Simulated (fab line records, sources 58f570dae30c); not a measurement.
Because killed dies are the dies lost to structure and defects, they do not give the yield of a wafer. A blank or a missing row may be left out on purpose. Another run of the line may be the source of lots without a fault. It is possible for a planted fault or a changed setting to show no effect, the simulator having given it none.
Commonality check across tools || flow berkeley_cmos170 || Lots sampled 14, wafers sampled 42

WHY IT WAS OPENED
Of 14 lots, 3 have the reading PSD_RS flagged at UCB170_SDANNEAL_RS_MEAS_02. Wafers without a fault read 75.58 ohm/sq, standard deviation 0.26.
Rule: a lot is flagged in two cases, either no wafer of it has a number, or all its wafers with numbers fall more than 4 standard deviations from that mean. As for the other lots, they are considered sound.

{"lot": "L386", "measured": "day 6 17:07", "on": "film_metro-03", "PSD_RS (ohm/sq), wafer by wafer": "75.95 75.71 76.07", "flag": ""}
{"lot": "L387", "measured": "day 6 22:07", "on": "film_metro-02", "PSD_RS (ohm/sq), wafer by wafer": "75.46 75.38 75.76", "flag": ""}
{"lot": "L389", "measured": "day 6 22:23", "on": "film_metro-01", "PSD_RS (ohm/sq), wafer by wafer": "76.07 75.89 75.94", "flag": ""}
{"lot": "L392", "measured": "day 7 21:11", "on": "film_metro-02", "PSD_RS (ohm/sq), wafer by wafer": "75.96 76.32 75.46", "flag": ""}
{"lot": "L390", "measured": "day 7 21:18", "on": "film_metro-01", "PSD_RS (ohm/sq), wafer by wafer": "75.37 75.76 75.57", "flag": ""}
{"lot": "L393", "measured": "day 8 03:08", "on": "film_metro-03", "PSD_RS (ohm/sq), wafer by wafer": "75.67 75.80 75.57", "flag": ""}
{"lot": "L391", "measured": "day 8 03:25", "on": "film_metro-02", "PSD_RS (ohm/sq), wafer by wafer": "75.69 75.56 75.85", "flag": ""}
{"lot": "L395", "measured": "day 8 11:02", "on": "film_metro-03", "PSD_RS (ohm/sq), wafer by wafer": "75.64 75.68 75.38", "flag": ""}
{"lot": "L399", "measured": "day 9 12:29", "on": "film_metro-03", "PSD_RS (ohm/sq), wafer by wafer": "75.33 75.32 75.32", "flag": ""}
{"lot": "L402", "measured": "day 10 01:08", "on": "film_metro-03", "PSD_RS (ohm/sq), wafer by wafer": "104.97 104.47 105.08", "flag": "FLAGGED"}
{"lot": "L404", "measured": "day 10 06:56", "on": "film_metro-01", "PSD_RS (ohm/sq), wafer by wafer": "105.29 105.10 105.36", "flag": "FLAGGED"}
{"lot": "L405", "measured": "day 10 19:39", "on": "film_metro-01", "PSD_RS (ohm/sq), wafer by wafer": "104.72 104.74 105.13", "flag": "FLAGGED"}
{"lot": "L406", "measured": "day 10 19:46", "on": "film_metro-02", "PSD_RS (ohm/sq), wafer by wafer": "75.58 75.98 75.53", "flag": ""}
{"lot": "L407", "measured": "day 11 05:17", "on": "film_metro-01", "PSD_RS (ohm/sq), wafer by wafer": "75.78 75.20 75.89", "flag": ""}
Flagged lots average 104.98 ohm/sq: +29.40 ohm/sq relative to the usual, that is +99 or more standard deviations.

WHICH TOOL EACH LOT WENT THROUGH
2 process steps preceding the reading are held in the record, out of 331 steps in the route. Each cell gives the tool, then ch followed by the chambers the sampled wafers passed through, then the start.
{"lot": "L386", "flag": "", "UCB170_PVT_STRIP_08": "plasma_asher-03 ch 0,1, day 5 12:53", "UCB170_SDANNEAL_RTA_01": "rtp_anneal-02 ch 0, day 6 17:04"}
{"lot": "L387", "flag": "", "UCB170_PVT_STRIP_08": "plasma_asher-03 ch 0,1, day 5 18:53", "UCB170_SDANNEAL_RTA_01": "rtp_anneal-02 ch 0, day 6 22:03"}
{"lot": "L389", "flag": "", "UCB170_PVT_STRIP_08": "plasma_asher-03 ch 0,1, day 5 19:09", "UCB170_SDANNEAL_RTA_01": "rtp_anneal-02 ch 0, day 6 22:18"}
{"lot": "L392", "flag": "", "UCB170_PVT_STRIP_08": "plasma_asher-03 ch 0,1, day 6 09:56", "UCB170_SDANNEAL_RTA_01": "rtp_anneal-01 ch 0, day 7 21:05"}
{"lot": "L390", "flag": "", "UCB170_PVT_STRIP_08": "plasma_asher-02 ch 0,1, day 6 10:14", "UCB170_SDANNEAL_RTA_01": "rtp_anneal-02 ch 0, day 7 21:14"}
{"lot": "L393", "flag": "", "UCB170_PVT_STRIP_08": "plasma_asher-02 ch 0, day 6 19:31", "UCB170_SDANNEAL_RTA_01": "rtp_anneal-01 ch 0, day 8 03:05"}
{"lot": "L391", "flag": "", "UCB170_PVT_STRIP_08": "plasma_asher-03 ch 0,1, day 6 19:38", "UCB170_SDANNEAL_RTA_01": "rtp_anneal-02 ch 0, day 8 03:21"}
{"lot": "L395", "flag": "", "UCB170_PVT_STRIP_08": "plasma_asher-02 ch 0,1, day 7 05:51", "UCB170_SDANNEAL_RTA_01": "rtp_anneal-01 ch 0, day 8 10:56"}
{"lot": "L399", "flag": "", "UCB170_PVT_STRIP_08": "plasma_asher-02 ch 0,1, day 8 09:45", "UCB170_SDANNEAL_RTA_01": "rtp_anneal-01 ch 0, day 9 12:25"}
{"lot": "L402", "flag": "FLAGGED", "UCB170_PVT_STRIP_08": "plasma_asher-01 ch 0,1, day 8 20:21", "UCB170_SDANNEAL_RTA_01": "rtp_anneal-02 ch 0, day 10 01:02"}
{"lot": "L404", "flag": "FLAGGED", "UCB170_PVT_STRIP_08": "plasma_asher-03 ch 0,1, day 9 04:17", "UCB170_SDANNEAL_RTA_01": "rtp_anneal-02 ch 0, day 10 06:53"}
{"lot": "L405", "flag": "FLAGGED", "UCB170_PVT_STRIP_08": "plasma_asher-01 ch 0,1, day 9 18:32", "UCB170_SDANNEAL_RTA_01": "rtp_anneal-02 ch 0, day 10 19:35"}
{"lot": "L406", "flag": "", "UCB170_PVT_STRIP_08": "plasma_asher-01 ch 0,1, day 9 18:50", "UCB170_SDANNEAL_RTA_01": "rtp_anneal-01 ch 0, day 10 19:38"}
{"lot": "L407", "flag": "", "UCB170_PVT_STRIP_08": "plasma_asher-02 ch 0,1, day 10 04:04", "UCB170_SDANNEAL_RTA_01": "rtp_anneal-01 ch 0, day 11 05:13"}
What the steps here do:
- UCB170_PVT_STRIP_08: strips in O2.
- UCB170_SDANNEAL_RTA_01: time 5 s.
- UCB170_SDANNEAL_RS_MEAS_02: measures by four-point-probe.

FLAGGED OVER TOTAL, TOOL BY TOOL (the gauges that took the reading come last)
{"step": "UCB170_PVT_STRIP_08", "tool": "plasma_asher-01", "lots run": 3, "flagged": 2, "share of the flagged lots": "some", "sound lots run after its first flagged lot": "1 (L406)"}
{"step": "UCB170_PVT_STRIP_08", "tool": "plasma_asher-02", "lots run": 5, "flagged": 0, "share of the flagged lots": "none", "sound lots run after its first flagged lot": "-"}
{"step": "UCB170_PVT_STRIP_08", "tool": "plasma_asher-03", "lots run": 6, "flagged": 1, "share of the flagged lots": "some", "sound lots run after its first flagged lot": 0}
{"step": "UCB170_SDANNEAL_RTA_01", "tool": "rtp_anneal-01", "lots run": 6, "flagged": 0, "share of the flagged lots": "none", "sound lots run after its first flagged lot": "-"}
{"step": "UCB170_SDANNEAL_RTA_01", "tool": "rtp_anneal-02", "lots run": 8, "flagged": 3, "share of the flagged lots": "all", "sound lots run after its first flagged lot": 0}
{"step": "UCB170_SDANNEAL_RS_MEAS_02", "tool": "film_metro-01", "lots run": 5, "flagged": 2, "share of the flagged lots": "some", "sound lots run after its first flagged lot": "1 (L407)"}
{"step": "UCB170_SDANNEAL_RS_MEAS_02", "tool": "film_metro-02", "lots run": 4, "flagged": 0, "share of the flagged lots": "none", "sound lots run after its first flagged lot": "-"}
{"step": "UCB170_SDANNEAL_RS_MEAS_02", "tool": "film_metro-03", "lots run": 5, "flagged": 1, "share of the flagged lots": "some", "sound lots run after its first flagged lot": 0}

WHAT THE TABLE ALLOWS
All flagged lots share 1 row of the table, namely rtp_anneal-02 at UCB170_SDANNEAL_RTA_01.
- rtp_anneal-02 at UCB170_SDANNEAL_RTA_01 ran 8 lots, 3 of them flagged. Last sound lot L391 at day 8 03:21, first flagged lot L402 at day 10 01:02; a fault beginning in between fits.
What remains is a single tool, rtp_anneal-02 at UCB170_SDANNEAL_RTA_01.

WHAT HAD BEEN PUT IN BY THE SIMULATOR
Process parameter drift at UCB170_SDANNEAL_RTA_01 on rtp_anneal-02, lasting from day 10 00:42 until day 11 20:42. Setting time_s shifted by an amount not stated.
Shown lots that were struck: L402, L404, L405. This agrees with what the rule above found.
